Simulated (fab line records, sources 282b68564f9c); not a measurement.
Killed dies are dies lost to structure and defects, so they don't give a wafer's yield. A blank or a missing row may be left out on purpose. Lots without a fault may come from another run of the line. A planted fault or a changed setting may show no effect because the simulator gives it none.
fab line records | flow rit_cmos
record lots=15 wafers=45 last_day=7
route steps=202 shown NSD@134
lots that met no fault: from a run of the same line without faults
start_h: hours from the record's first day to the start of the lot's first wafer shown | wait_h: hours since the lot's step before | " the same as in the row above | L1.1+2: a row that stands for several wafers | - no value, or no start given | * or withheld: withheld | < > ~ a bound
route shown NAME@n: a module of which the file shows steps, and the number in the route of the first | usual: mean/standard deviation of fault-free wafers | same: alike in all rows | chamber/n: place in a boat | sites: the reading at each site | _std_site: their standard deviation | _edge_site: outer sites' mean less inner sites' | radius_mm: how far each site lies from the wafer's centre | mask NAME#n: copy n | behind: the tool/chamber that last shaped the wafer | hold: why the lot was held/for how many hours/how that ended | device: the transistor (n, p or np) that didn't switch | end of line: the same wafers' tests at the end of the route | a step without rows: its recipe alone | killed: dies lost to structure and defects at the first sort, not the wafer's yield | map: a wafer's dies, x killed, . not, _ none there
set.NAME: the setting as run; set.NAME@STEP: as run at that earlier step | model.NAME: the simulator's own value behind a step, which no gauge read
steps of the route over a sample of lots; a table a step, a row a wafer
services: from which hour (start_h, from the record's first day; less than 0 if before it) a tool's chamber was out of use, for how many hours, and why
## steps
# step RIT_NSD_EXPOSE_03
# recipe mask_id=M9 na=0.57 target_cd_nm=40700 dose_mj=250
# usual exposure_dose_mJ_cm2=250.04/0.24 focus_offset_nm=0.0/0.55 stage_vel_mm_s=500.07/0.25
# columns lot.wafer tool chamber start_h wait_h mask exposure_dose_mJ_cm2 focus_offset_nm stage_vel_mm_s
L325.1 iline_stepper-02 0 46.34 0.2 M9#0 249.55 0.2 499.84
L325.3 " 0 " " M9#0 249.50 0.3 499.95
L325.6 " 0 " " M9#0 249.80 0.6 499.61
L327.2 iline_stepper-01 0 58.35 0.2 M9#0 250.19 -0.2 499.94
L327.3 " 0 " " M9#0 249.72 -0.3 499.98
L327.4 " 0 " " M9#0 250.34 -1.0 499.58
L329.1 iline_stepper-01 0 66.32 0.1 M9#0 250.04 0.2 500.04
L329.3 " 0 " " M9#0 249.75 0.6 499.70
L329.4 " 0 " " M9#0 249.99 0.9 500.10
L330.2 iline_stepper-01 0 71.65 0.1 M9#0 250.09 -0.2 500.25
L330.3 " 0 " " M9#0 250.03 0.7 500.19
L330.4 " 0 " " M9#0 249.94 -0.2 500.31
L331.3 iline_stepper-02 0 76.09 0.2 M9#0 250.43 0.3 500.16
L331.5 " 0 " " M9#0 250.23 0.2 499.55
L331.6 " 0 " " M9#0 250.38 0.3 499.65
L333.1 iline_stepper-01 0 87.30 0.2 M9#0 250.31 0.6 500.12
L333.2 " 0 " " M9#0 250.11 0.0 500.48
L333.6 " 0 " " M9#0 250.22 0.6 500.44
L334.1 iline_stepper-02 0 92.66 0.2 M9#0 249.86 0.7 499.99
L334.3 " 0 " " M9#0 249.68 0.7 499.91
L334.4 " 0 " " M9#0 249.98 0.6 500.10
L335.1 iline_stepper-02 0 95.69 0.1 M9#0 249.90 -0.7 500.14
L335.2 " 0 " " M9#0 249.72 -0.9 500.39
L335.6 " 0 " " M9#0 249.88 0.3 500.37
L336.1 iline_stepper-01 0 103.14 0.2 M9#0 250.29 -0.4 499.82
L336.2 " 0 " " M9#0 250.48 -0.4 500.33
L336.4 " 0 " " M9#0 250.02 -0.1 500.22
L337.1 iline_stepper-02 0 106.12 0.2 M9#0 250.24 -0.6 499.89
L337.5 " 0 " " M9#0 250.19 0.5 499.82
L337.6 " 0 " " M9#0 250.11 -0.5 499.43
L341.1 iline_stepper-01 0 127.66 0.3 M9#0 249.68 -0.8 500.12
L341.3 " 0 " " M9#0 249.67 -0.1 500.27
L341.6 " 0 " " M9#0 250.15 -0.6 500.30
L344.1 iline_stepper-01 - 142.75 0.1 M9#0 - - -
L344.2 " - " " M9#0 - - -
L344.4 " - " " M9#0 - - -
L345.2 iline_stepper-02 - 147.11 0.2 M9#0 - - -
L345.3 " - " " M9#0 - - -
L345.5 " - " " M9#0 - - -
L346.3 iline_stepper-01 - 152.76 0.2 M9#0 - - -
L346.4 " - " " M9#0 - - -
L346.6 " - " " M9#0 - - -
L348.2 iline_stepper-02 0 161.96 0.1 M9#0 250.42 0.6 500.30
L348.4 " 0 " " M9#0 250.32 0.1 500.14
L348.6 " 0 " " M9#0 250.54 0.3 500.14
## services
# columns tool chamber start_h hours kind
iline_stepper-01 - 90.49 1.7 pm
iline_stepper-02 - 126.80 1.7 pm
## key
first_sign step=RIT_NSD_EXPOSE_03 reading=tool_record direction=missing
effect none on later readings
met_at RIT_NSD_EXPOSE_03
struck_lots L344,L345,L346
sort_left_out L344.1,L344.2,L344.4,L345.2,L345.3,L345.5,L346.3,L346.4,L346.6
tester_left_out L344,L345,L346
onset_between 127.66 142.75
fault kind=skipped_step_whole tool=iline_stepper-01,iline_stepper-02 chamber=- onset_h=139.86 steps=RIT_NSD_EXPOSE_03 scope=struck_lots_only
# tester_left_out: of these lots the tester's yield and bins aren't shown, on N5 and GAA mostly nor the transistor test; their killed dies are dies lost to structure and defects alone, not to doping, threshold or leakage, so they don't give the yield
# sort_left_out: the simulated sort isn't trusted on such a fault, so these wafers' sort isn't shown, and their yield isn't known
